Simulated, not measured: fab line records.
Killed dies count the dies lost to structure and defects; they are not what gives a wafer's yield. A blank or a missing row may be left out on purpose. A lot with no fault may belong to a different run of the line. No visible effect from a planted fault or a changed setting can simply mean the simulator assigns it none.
One fault through the eyes of 2 desks / flow berkeley_cmos170 / numbers are kept per desk, each desk with only its own; the story behind them comes last

## METROLOGY DESK
What the gauges read for every lot (on any tool): the sampled wafers with a number, averaged. The brackets show how far a lot's mean lies from the usual mean; more than 4 standard deviations puts the lot out of limits, marked OUT.
Columns: A = cd_nm at UCB170_V1_CD_MEAS_90, usual 699.8 nm; B = V2_BOW at UCB170_V2_BOW_MEAS_03, usual 36 um; C = cd_nm at UCB170_V2_CD_MEAS_12, usual 699.9 nm
lot=L714; first seen here=day 8 08:55; A=702.2; B=41; C=698.5
lot=L711; first seen here=day 8 09:12; A=699.2; B=40; C=697.9
lot=L710; first seen here=day 8 10:44; A=699.4; B=35; C=699.4
lot=L713; first seen here=day 8 19:35; A=698.9; B=42; C=701.0
lot=L718; first seen here=day 9 17:10; A=700.6; B=33; C=700.4
lot=L717; first seen here=day 9 18:27; A=702.1; B=35; C=705.4
lot=L719; first seen here=day 9 20:06; A=696.0; B=35; C=705.1
lot=L724; first seen here=day 10 22:43; A=699.4; B=32; C=701.2
lot=L725; first seen here=day 10 22:52; A=697.6; B=36; C=701.5
lot=L728; first seen here=day 11 18:41; A=698.5; B=44; C=700.7
lot=L729; first seen here=day 11 20:04; A=701.2; B=43; C=698.6
lot=L731; first seen here=day 12 08:29; A=699.7; B=35; C=698.8
lot=L733; first seen here=day 12 18:52; A=699.4; B=33; C=699.8
lot=L732; first seen here=day 12 20:05; A=698.0; B=32; C=700.6
Result from this desk: across the 14 lots, nothing is out of limits.

## FOR THE TOOL OWNER'S DESK: litho_track-02
UCB170_V2_PEB_10, tool's own readings: per-lot mean of the sampled wafers with a number, covering each lot this tool ran. The brackets show how far a lot's mean lies from the usual mean; more than 4 standard deviations puts the lot out of limits, marked OUT.
Columns: A = plate_temp_C at UCB170_V2_PEB_10, usual 129.99 C
lot=L714; first seen here=day 8 19:00; A=130.06
lot=L717; first seen here=day 9 23:43; A=130.13
lot=L719; first seen here=day 10 00:38; A=130.00
lot=L733; first seen here=day 12 23:14; A=129.93
lot=L732; first seen here=day 13 00:29; A=129.97
Result from this desk: across the 5 lots, nothing is out of limits.

## PUT TOGETHER
Nothing out of limits was seen by the metrology desk.
The desk of the tool owner found nothing out of limits.

## WHAT THE SIMULATOR HAD INSERTED
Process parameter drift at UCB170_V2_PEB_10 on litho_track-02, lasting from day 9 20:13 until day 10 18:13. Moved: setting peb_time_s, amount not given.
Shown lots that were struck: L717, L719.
